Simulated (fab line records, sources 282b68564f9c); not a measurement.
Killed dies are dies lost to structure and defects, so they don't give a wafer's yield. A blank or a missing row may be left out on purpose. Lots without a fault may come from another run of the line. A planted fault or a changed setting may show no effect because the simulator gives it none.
Which tool did it? | flow rit_cmos | 13 lots, 39 wafers sampled, at 4 steps of a route of 202

WHAT THE GAUGES READ, wafer by wafer
RIT_NLDD_OVL_MEAS_06. Usual: NLDD_OVL 1.0 nm, standard deviation 1.7.
lot  | measured    | on         | NLDD_OVL (nm)  | flag
L476 | day 3 13:41 | overlay-01 | -0.1 1.3 1.3   |
L477 | day 3 16:39 | overlay-02 | -1.0 0.8 0.0   |
L478 | day 4 01:08 | overlay-02 | -2.3 2.0 -0.5  |
L482 | day 4 19:41 | overlay-01 | 1.7 1.9 0.7    |
L483 | day 5 01:53 | overlay-01 | -2.3 -2.0 -1.5 |
L484 | day 5 09:28 | overlay-01 | 0.2 -1.0 0.7   |
L485 | day 5 09:21 | overlay-02 | 4.3 2.7 4.8    |
L487 | day 5 22:42 | overlay-01 | 0.8 2.3 1.5    |
L492 | day 6 21:34 | overlay-01 | -2.5 -1.4 0.1  |
L493 | day 7 02:55 | overlay-01 | 0.4 1.0 1.0    |
L494 | day 7 06:56 | overlay-02 | 2.0 0.4 2.5    |
L495 | day 7 10:00 | overlay-01 | 3.7 3.8 3.1    |
L496 | day 7 17:59 | overlay-02 | 0.2 -0.2 -0.5  |

RIT_SPACER_THK_MEAS_04. Usual: SPACER_NITRIDE_THK 250.5 nm, standard deviation 3.
lot  | measured    | on            | SPACER_NITRIDE_THK (nm) | flag
L476 | day 3 18:05 | film_metro-01 | 249.2 250.3 249.2       |
L477 | day 3 21:23 | film_metro-04 | 248.1 248.3 247.2       |
L478 | day 4 06:05 | film_metro-01 | 250.3 249.6 251.8       |
L482 | day 4 23:58 | film_metro-01 | 243.8 242.5 243.5       |
L483 | day 5 06:11 | film_metro-01 | 254.7 253.5 256.8       |
L484 | day 5 14:47 | film_metro-02 | 246.2 247.9 245.8       |
L485 | day 5 13:38 | film_metro-01 | 251.3 249.9 251.5       |
L487 | day 6 04:17 | film_metro-01 | 255.6 254.3 253.5       |
L492 | day 7 01:59 | film_metro-04 | 250.3 250.3 250.3       |
L493 | day 7 07:31 | film_metro-04 | 252.8 251.5 253.9       |
L494 | day 7 11:12 | film_metro-04 | 249.9 248.1 248.9       |
L495 | day 7 14:26 | film_metro-01 | 248.3 248.8 248.9       |
L496 | day 7 22:23 | film_metro-01 | 253.6 250.7 250.6       |

WHICH TOOL RAN EACH LOT (tool, then ch and the chambers of the sampled wafers, then the start)
lot  | RIT_NWELL_STRIP_09                  | RIT_PWELL_EXPOSE_03
L476 | plasma_asher-03 ch 0,1, day 2 14:31 | iline_stepper-01 ch 0, day 2 15:12
L477 | plasma_asher-03 ch 0,1, day 2 18:32 | iline_stepper-01 ch 0, day 2 19:13
L478 | plasma_asher-01 ch 0, day 2 22:04   | iline_stepper-02 ch 0, day 2 22:54
L482 | plasma_asher-01 ch 0, day 3 20:47   | iline_stepper-01 ch 0, day 3 21:29
L483 | plasma_asher-01 ch 0,1, day 4 00:59 | iline_stepper-01 ch 0, day 4 01:40
L484 | plasma_asher-03 ch 0,1, day 4 08:41 | iline_stepper-02 ch 0, day 4 09:28
L485 | plasma_asher-03 ch 0,1, day 4 11:28 | iline_stepper-02 ch 0, day 4 12:10
L487 | plasma_asher-01 ch 0,1, day 4 21:15 | iline_stepper-02 ch 0, day 4 21:57
L492 | plasma_asher-03 ch 0,1, day 5 23:07 | iline_stepper-02 ch 0, day 5 23:50
L493 | plasma_asher-01 ch 0,1, day 6 03:54 | iline_stepper-02 ch 0, day 6 04:35
L494 | plasma_asher-01 ch 0,1, day 6 08:45 | iline_stepper-01 ch 0, day 6 09:37
L495 | plasma_asher-03 ch 0,1, day 6 11:50 | iline_stepper-02 ch 0, day 6 12:41
L496 | plasma_asher-01 ch 0,1, day 6 18:05 | iline_stepper-01 ch 0, day 6 18:53
- RIT_NWELL_STRIP_09: strips in O2, time 180 s.
- RIT_PWELL_EXPOSE_03: exposes mask M3, target cd 43700 nm.

WHAT THE TOOLS THEMSELVES READ (means of the sampled wafers that have a number; where no wafer has one, the mark that the record gives instead)
RIT_NWELL_STRIP_09. Usual: drypump_motor_current_A 5.5 A, standard deviation 0.55; rf_refl_power_W 6.7 W, standard deviation 1.7.
lot  | tool            | drypump_motor_current_A (A) | rf_refl_power_W (W) | flag
L476 | plasma_asher-03 | 6.1                         | 7.0                 |
L477 | plasma_asher-03 | 6.0                         | 5.6                 |
L478 | plasma_asher-01 | 4.9                         | 5.9                 |
L482 | plasma_asher-01 | 4.9                         | 5.7                 |
L483 | plasma_asher-01 | 4.9                         | 6.8                 |
L484 | plasma_asher-03 | 6.2                         | 6.6                 |
L485 | plasma_asher-03 | 6.2                         | 6.5                 |
L487 | plasma_asher-01 | 5.0                         | 8.1                 |
L492 | plasma_asher-03 | 6.1                         | 6.7                 |
L493 | plasma_asher-01 | 5.0                         | 6.9                 |
L494 | plasma_asher-01 | 4.9                         | 7.1                 |
L495 | plasma_asher-03 | 6.0                         | 5.9                 |
L496 | plasma_asher-01 | 4.9                         | 6.8                 |

RIT_PWELL_EXPOSE_03. Usual: focus_offset_nm 0.1 nm, standard deviation 0.43.
lot  | tool             | focus_offset_nm (nm) | flag
L476 | iline_stepper-01 | 0.1                  |
L477 | iline_stepper-01 | -0.0                 |
L478 | iline_stepper-02 | 0.6                  |
L482 | iline_stepper-01 | -0.3                 |
L483 | iline_stepper-01 | 0.4                  |
L484 | iline_stepper-02 | 0.5                  |
L485 | iline_stepper-02 | 0.3                  |
L487 | iline_stepper-02 | 0.0                  |
L492 | iline_stepper-02 | 0.1                  |
L493 | iline_stepper-02 | -0.0                 |
L494 | iline_stepper-01 | 0.2                  |
L495 | iline_stepper-02 | -0.3                 |
L496 | iline_stepper-01 | -0.1                 |

THE ANSWER, worked out from the rows above alone
Rule: a lot is off if the mean of its wafers that have a number lies more than 3 standard deviations from the usual mean. A lot without any number at a reading at which 4 lots or more have one is off too. The other lots that the step has rows for count as sound. The gauges are gone through in route order, then the tools' own readings, and for those a lot's mean is taken as printed above. The first step at which some lot is off is used, and at that step the reading that is off furthest; a lot without a number counts as furthest.
No lot is off at any reading shown: from this, nothing can be told.

WHAT THE SIMULATOR HAD PUT IN
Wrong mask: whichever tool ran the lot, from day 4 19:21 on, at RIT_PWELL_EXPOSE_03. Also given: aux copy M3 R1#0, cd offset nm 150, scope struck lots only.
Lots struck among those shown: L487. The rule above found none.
